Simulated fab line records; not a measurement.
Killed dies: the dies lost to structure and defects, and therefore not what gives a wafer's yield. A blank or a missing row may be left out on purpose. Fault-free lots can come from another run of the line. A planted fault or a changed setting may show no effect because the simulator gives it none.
Which tool is to blame? | flow berkeley cmos170 | 14 lots (42 wafers sampled), 1 step of a 331-step route

WHAT THE GAUGES READ, wafer by wafer
UCB170_NVT_OVL_MEAS_06.
lot  | measured     | on         | NVT_OVL (nm)
L617 | day 6 20:32  | overlay-01 | 6 2 4
L621 | day 8 03:09  | overlay-01 | -6 -2 10
L619 | day 8 03:10  | overlay-02 | 8 -6 5
L618 | day 8 03:26  | overlay-01 | 2 3 -5
L620 | day 8 03:42  | overlay-01 | 4 0 -8
L622 | day 8 13:57  | overlay-02 | 13 8 9
L623 | day 8 14:14  | overlay-01 | 1 -3 3
L625 | day 8 23:26  | overlay-02 | 0 10 5
L624 | day 8 23:40  | overlay-01 | 4 -10 -4
L628 | day 9 16:50  | overlay-01 | 6 10 8
L634 | day 11 04:51 | overlay-01 | 7 0 5
L635 | day 11 04:52 | overlay-02 | 4 4 11
L637 | day 11 05:18 | overlay-01 | 4 -8 7
L633 | day 11 05:35 | overlay-01 | 3 2 0

WHICH TOOL RAN EACH LOT (tool, then ch and the chambers of the sampled wafers, then the start)
The record holds no process step before these readings.

WHAT THE TOOLS THEMSELVES READ (means of the sampled wafers that have a number; where no wafer has one, the mark that the record gives instead)
The record holds no such reading with a usual standard deviation.

THE ANSWER, worked out from the rows above alone
Rule: the usual values come from the lots themselves. Put in order of their means at a reading, lots are off if they are a third of the lots or fewer, leave a main group of 4 or more, and stand apart from it by a gap of 3 or more times the standard deviation of the main group's means; of several such gaps the widest counts. If all means in a main group match to the digits the tables above print for the reading, that group is not used. Also off: a lot with no number at a reading for which 4 or more lots have one. All remaining lots with rows at the step are treated as sound. After the gauges, taken in route order, come the tools' own readings; for these a lot's mean is taken, as printed above. The first step at which some lot is off is used, and at that step the reading that is off furthest; a lot without a number counts as furthest.
No lot is off at any reading shown: from this, nothing can be told.

WHAT THE SIMULATOR HAD PUT IN
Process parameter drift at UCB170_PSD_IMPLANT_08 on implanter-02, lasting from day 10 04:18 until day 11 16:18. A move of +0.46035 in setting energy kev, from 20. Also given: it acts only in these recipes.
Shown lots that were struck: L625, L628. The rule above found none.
